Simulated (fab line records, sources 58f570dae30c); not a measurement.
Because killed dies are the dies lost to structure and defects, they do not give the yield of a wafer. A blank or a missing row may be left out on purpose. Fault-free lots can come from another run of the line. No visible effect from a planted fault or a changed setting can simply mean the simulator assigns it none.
Matching of chambers + flow berkeley-cmos170 + UCB170_SPACER_ETCHBACK_03 on rie-diel-01 has 4 sister chambers
The step etches SiO2 in CHF3/CF4/Ar, stops on Si, target depth 376 nm, time 100 s. 4 wafers are shown with their chamber, then 7 later ones without.

== WAFERS, EACH WITH ITS CHAMBER ==
| wafer  | chamber | throttle-valve-pct (%) |
|--------|---------|------------------------|
| L286.6 | 3       | 6.50                   |
| L289.1 | 1       | 6.42                   |
| L291.2 | 0       | 6.37                   |
| L291.5 | 2       | 6.40                   |

== WAFERS MISSING THEIR CHAMBER ==
| wafer  | throttle-valve-pct (%) |
|--------|------------------------|
| L293.1 | 6.49                   |
| L293.2 | 6.40                   |
| L293.3 | 6.37                   |
| L299.4 | 6.48                   |
| L299.5 | 6.43                   |
| L303.3 | 6.42                   |
| L303.5 | 6.38                   |

== WHICH CHAMBER EACH WENT THROUGH ==
| wafer  | from the rows above     | in truth |
|--------|-------------------------|----------|
| L293.1 | 3                       | 3        |
| L293.2 | 2                       | 2        |
| L293.3 | 0                       | 0        |
| L299.4 | 3                       | 3        |
| L299.5 | 1                       | 1        |
| L303.3 | 1                       | 1        |
| L303.5 | can't be placed: 0 or 2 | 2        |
6 of 7 placed correctly. Unplaceable from these rows: 1, with the true chamber sitting among the candidates in 1. Wrongly placed: 0.
How it was worked out, from the rows above alone: a wafer's distance from a chamber is the root of the sum, over the readings, of the square of ((its reading less the chamber's mean) divided by the reading's scatter). If the next closest chamber is less than 2 further off than the closest, the wafer can't be placed; otherwise it belongs to the closest. Each chamber's mean is taken over the wafers shown for it. The scatter: with one shown wafer a chamber, the root of the mean of the squares of how far each hidden wafer lies from its nearest shown one.
